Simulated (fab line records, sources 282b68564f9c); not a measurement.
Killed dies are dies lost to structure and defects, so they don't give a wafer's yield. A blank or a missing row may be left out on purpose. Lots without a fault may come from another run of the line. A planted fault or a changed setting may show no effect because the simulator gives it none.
A struck lot beside a sound one | flow rit_cmos | 15 steps out of a route of 202
Sound: wafers L557.1, L557.3, L557.4. Struck: wafers L575.3, L575.5, L575.6. The cause comes at the end.
At each step with rows: each side's tool, then ch and its chambers, then its first start. Under that, the readings that differ: sound wafers | struck wafers | difference of the means | sigmas: that difference in standard deviations of wafers without a fault.
alike: readings whose means differ by less than 2 such deviations, and words and numbers that are the same on both sides. not compared: withheld readings, readings that some wafer has no value for, bounds like >300 that may hide the same value, and numbers for which the record gives no deviation and whose values overlap.
The two part at a step that has a row with sigmas, a row that says differs or no value, or rows on one side only. Numbers that don't overlap but have no deviation are shown without sigmas and don't part them. A reading that every wafer of one side lacks parts them only if that side has two wafers or more.

first, 2 steps without rows for these wafers: RIT_PWELL_HARDBAKE_07 (time 120 s); RIT_PWELL_IMPLANT_08.
RIT_PWELL_STRIP_09: strips in O2, time 180 s.
  sound on plasma_asher-01 ch 0,1, day 2 10:49; struck on plasma_asher-01 ch 0,1, day 6 06:37
  alike: drypump_motor_current_A, rf_refl_power_W
  not compared: rf_hours_counter_h
RIT_PWELL_TW_MEAS_10:
  sound on film_metro-02, day 2 10:59; struck on film_metro-02, day 6 06:45
  alike: PWELL_TW
then, 1 step without rows for these wafers: RIT_WELLDRIVE_ANNEAL_00 (time 14700 s).
RIT_WELLDRIVE_RS_MEAS_01: measures by four-point-probe.
  sound on film_metro-02, day 2 16:08; struck on film_metro-02, day 6 13:06
  alike: NWELL_RS
RIT_WELLDRIVE_RS_MEAS_02: measures by four-point-probe.
  sound on film_metro-02, day 2 16:15; struck on film_metro-02, day 6 13:13
  alike: PWELL_RS
then, 5 steps without rows for these wafers: RIT_NRETRO_HMDS_00 (prime time 60 s); RIT_NRETRO_COAT_01 (resist thk 1300 nm); RIT_NRETRO_SOFTBAKE_02 (time 60 s); RIT_NRETRO_EXPOSE_03 (exposes mask M4, target cd 43900 nm); RIT_NRETRO_PEB_04.
RIT_NRETRO_DEVELOP_05: develop time 68 s.
  sound on litho_track-03 ch 0, day 2 17:00; struck on litho_track-03 ch 0, day 6 14:00
  reading              | sound             | struck            | difference | sigmas
  developer_temp_C (C) | 23.20 23.16 23.07 | 23.79 23.91 23.86 | +0.71      | +6
RIT_NRETRO_OVL_MEAS_06:
  sound on overlay-02, day 2 17:15; struck on overlay-01, day 6 14:19
  alike: NRETRO_OVL
RIT_M1_PROBE_99:
  sound on prober-02, day 4 01:13; struck on prober-02, day 7 17:52
  alike: killed_at_M0_to_M3, killed_at_contacts, killed_at_front_end, killed_dies, killed_open, killed_short

WHERE THEY PART
Only at RIT_NRETRO_DEVELOP_05, within this record. Later steps at which nothing parts them and some readings are alike: RIT_NRETRO_OVL_MEAS_06, RIT_M1_PROBE_99.

WHY: what the simulator had put in
Process parameter drift: litho_track-03, from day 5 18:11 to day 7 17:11, at RIT_NRETRO_DEVELOP_05. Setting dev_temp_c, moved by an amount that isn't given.
